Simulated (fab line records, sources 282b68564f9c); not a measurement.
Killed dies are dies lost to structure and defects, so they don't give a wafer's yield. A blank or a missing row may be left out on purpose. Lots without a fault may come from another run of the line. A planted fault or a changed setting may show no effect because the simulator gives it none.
Split-lot experiment | flow rit_cmos | 5 lots, 23 wafers read, on a route of 202 steps

THE SPLIT
At RIT_ACTIVE_OXIDATION_01 (target thk 46.8 nm, ox time 3360 s), the setting ox_time_s was moved away from the recipe's 3360 s on 20 of the 23 wafers read, by -11.3% to +14.7%. The other wafers ran this setting at the recipe's value.

The reading is taken at the split's own step.

THE READING
SiO2_of_ACTIVE_OXIDATION_01.thk_nm (the simulator's own value, which no gauge read), in nm, at RIT_ACTIVE_OXIDATION_01 (target thk 46.8 nm, ox time 3360 s). The file gives no usual value for it. The 3 wafers here that ran the recipe average 46.62 nm, standard deviation 0.35 nm.

wafer  | tool, chamber at the split | ox_time_s as run, s | against the recipe | SiO2_of_ACTIVE_OXIDATION_01.thk_nm, nm | against lot-mates on the recipe
L075.1 | furnace-03, 0              | 3360                | recipe             | 46.43                                  | -
L075.2 | furnace-03, 0              | 3360                | recipe             | 46.31                                  | -
L075.3 | furnace-03, 0              | 3360                | recipe             | 47.11                                  | -
L077.1 | -, -                       | 3579                | +6.5%              | 49.8                                   | no lot-mate on the recipe
L077.3 | -, -                       | 3579                | +6.5%              | 49.66                                  | no lot-mate on the recipe
L077.4 | -, -                       | 3579                | +6.5%              | 50.02                                  | no lot-mate on the recipe
L077.5 | -, -                       | 3579                | +6.5%              | 50.44                                  | no lot-mate on the recipe
L077.6 | -, -                       | 3579                | +6.5%              | 50.74                                  | no lot-mate on the recipe
L078.2 | -, -                       | 2980                | -11.3%             | 42.94                                  | no lot-mate on the recipe
L078.3 | -, -                       | 2980                | -11.3%             | 42.32                                  | no lot-mate on the recipe
L078.4 | -, -                       | 2980                | -11.3%             | 42.04                                  | no lot-mate on the recipe
L078.5 | -, -                       | 2980                | -11.3%             | 42.66                                  | no lot-mate on the recipe
L078.6 | -, -                       | 2980                | -11.3%             | 42.68                                  | no lot-mate on the recipe
L080.1 | -, -                       | 3546                | +5.5%              | 47.88                                  | no lot-mate on the recipe
L080.2 | -, -                       | 3546                | +5.5%              | 48.14                                  | no lot-mate on the recipe
L080.3 | -, -                       | 3546                | +5.5%              | 48.18                                  | no lot-mate on the recipe
L080.4 | -, -                       | 3546                | +5.5%              | 47.96                                  | no lot-mate on the recipe
L080.6 | -, -                       | 3546                | +5.5%              | 47.54                                  | no lot-mate on the recipe
L084.1 | -, -                       | 3854                | +14.7%             | 49.87                                  | no lot-mate on the recipe
L084.3 | -, -                       | 3854                | +14.7%             | 49.23                                  | no lot-mate on the recipe
L084.4 | -, -                       | 3854                | +14.7%             | 49.76                                  | no lot-mate on the recipe
L084.5 | -, -                       | 3854                | +14.7%             | 49.54                                  | no lot-mate on the recipe
L084.6 | -, -                       | 3854                | +14.7%             | 50.21                                  | no lot-mate on the recipe

THE FIT
A straight line over all 23 wafers: SiO2_of_ACTIVE_OXIDATION_01.thk_nm changes by +0.299 nm for each +1% of ox_time_s; r = +0.93; the points scatter about the line by 1.1 nm.
Too few moved wafers have a lot-mate on the recipe to fit a line with each lot's own level taken away.

THE FILE'S OWN FIT
SiO2_of_ACTIVE_OXIDATION_01.thk_nm changes by +0.299 nm for each +1% of ox_time_s, r = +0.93.
